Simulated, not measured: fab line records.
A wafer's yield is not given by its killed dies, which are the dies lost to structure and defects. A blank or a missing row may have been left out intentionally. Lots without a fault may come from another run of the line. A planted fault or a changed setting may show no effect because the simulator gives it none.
Check for tools in common    flow berkeley-cmos170    Sample size 14 lots and 42 wafers

WHY THIS WAS OPENED
2 of 14 lots carry a flag on the reading PSD_RS at UCB170_SDANNEAL_RS_MEAS_02. Wafers without a fault read 73.7 ohm/sq, standard deviation 0.34.
Rule: a lot gets a flag if all its wafers with a number sit over 4 standard deviations from that mean, or if no wafer of it has a number. All remaining lots are regarded as sound.

lot   measured      on             PSD_RS (ohm/sq), wafer by wafer  flag
L216  day 7 05:46   film-metro-03  73.9 73.3 73.6                   
L217  day 7 15:12   film-metro-01  74.2 74.7 74.2                   
L218  day 7 15:52   film-metro-01  74.7 74.0 73.8                   
L221  day 8 13:13   film-metro-03  73.2 73.4 73.4                   
L223  day 8 20:35   film-metro-01  74.0 73.7 73.7                   
L222  day 8 20:51   film-metro-03  74.1 74.1 74.2                   
L225  day 8 21:14   film-metro-01  73.7 73.7 73.5                   
L224  day 8 21:34   film-metro-03  74.0 73.9 74.2                   
L227  day 9 16:35   film-metro-02  73.5 73.4 73.7                   
L232  day 10 17:41  film-metro-02  73.3 73.4 73.3                   
L234  day 11 02:08  film-metro-01  82.5 81.9 82.2                   FLAGGED
L236  day 11 05:35  film-metro-03  73.5 73.6 73.8                   
L237  day 11 05:50  film-metro-02  73.5 74.1 73.3                   
L235  day 11 06:11  film-metro-01  81.4 81.3 81.3                   FLAGGED
Average over the flagged lots: 81.8 ohm/sq; offset from the usual +8.1 ohm/sq, equal to +24 standard deviations.

WHICH TOOL RAN EACH LOT
The record holds 1 process step before the reading, out of a route of 331 steps. Each cell gives the tool, then ch followed by the chambers the sampled wafers passed through, then the start.
lot   flag     UCB170_SDANNEAL_RTA_01
L216           rtp-anneal-02 ch 0, day 7 05:42
L217           rtp-anneal-01 ch 0, day 7 15:08
L218           rtp-anneal-02 ch 0, day 7 15:48
L221           rtp-anneal-01 ch 0, day 8 13:09
L223           rtp-anneal-02 ch 0, day 8 20:32
L222           rtp-anneal-01 ch 0, day 8 20:46
L225           rtp-anneal-02 ch 0, day 8 21:11
L224           rtp-anneal-01 ch 0, day 8 21:22
L227           rtp-anneal-01 ch 0, day 9 16:31
L232           rtp-anneal-02 ch 0, day 10 17:37
L234  FLAGGED  rtp-anneal-02 ch 0, day 11 02:01
L236           rtp-anneal-01 ch 0, day 11 05:32
L237           rtp-anneal-01 ch 0, day 11 05:45
L235  FLAGGED  rtp-anneal-02 ch 0, day 11 06:01
What the steps here do:
- UCB170_SDANNEAL_RTA_01: time 5.237 s.
- UCB170_SDANNEAL_RS_MEAS_02: measures by four-point-probe.

FLAGGED OVER TOTAL, TOOL BY TOOL (the gauges that took the reading come last)
step                        tool           lots run  flagged  share of the flagged lots  sound lots run after its first flagged lot
UCB170_SDANNEAL_RTA_01      rtp-anneal-01  7         0        none                       -
UCB170_SDANNEAL_RTA_01      rtp-anneal-02  7         2        all                        0
UCB170_SDANNEAL_RS_MEAS_02  film-metro-01  6         2        all                        0
UCB170_SDANNEAL_RS_MEAS_02  film-metro-02  3         0        none                       -
UCB170_SDANNEAL_RS_MEAS_02  film-metro-03  5         0        none                       -

WHAT IS ALLOWED BY THE TABLE
Table rows that saw every flagged lot: 2, namely rtp-anneal-02 at UCB170_SDANNEAL_RTA_01 and film-metro-01 at UCB170_SDANNEAL_RS_MEAS_02.
- rtp-anneal-02 at UCB170_SDANNEAL_RTA_01 ran 7 lots, 2 of them flagged. It ran its last sound lot, L232, at day 10 17:37 and its first flagged lot, L234, at day 11 02:01: a fault with its onset between the two fits.
- film-metro-01 at UCB170_SDANNEAL_RS_MEAS_02 ran 6 lots, 2 of them flagged. It ran its last sound lot, L225, at day 8 21:14 and its first flagged lot, L234, at day 11 02:08: a fault with its onset between the two fits.
These 2 tools cannot be told apart by counting lots, since each of them fits a fault that started at some hour. More lots, or a look at what each step does to the wafer, might.

WHAT THE SIMULATOR HAD PUT IN
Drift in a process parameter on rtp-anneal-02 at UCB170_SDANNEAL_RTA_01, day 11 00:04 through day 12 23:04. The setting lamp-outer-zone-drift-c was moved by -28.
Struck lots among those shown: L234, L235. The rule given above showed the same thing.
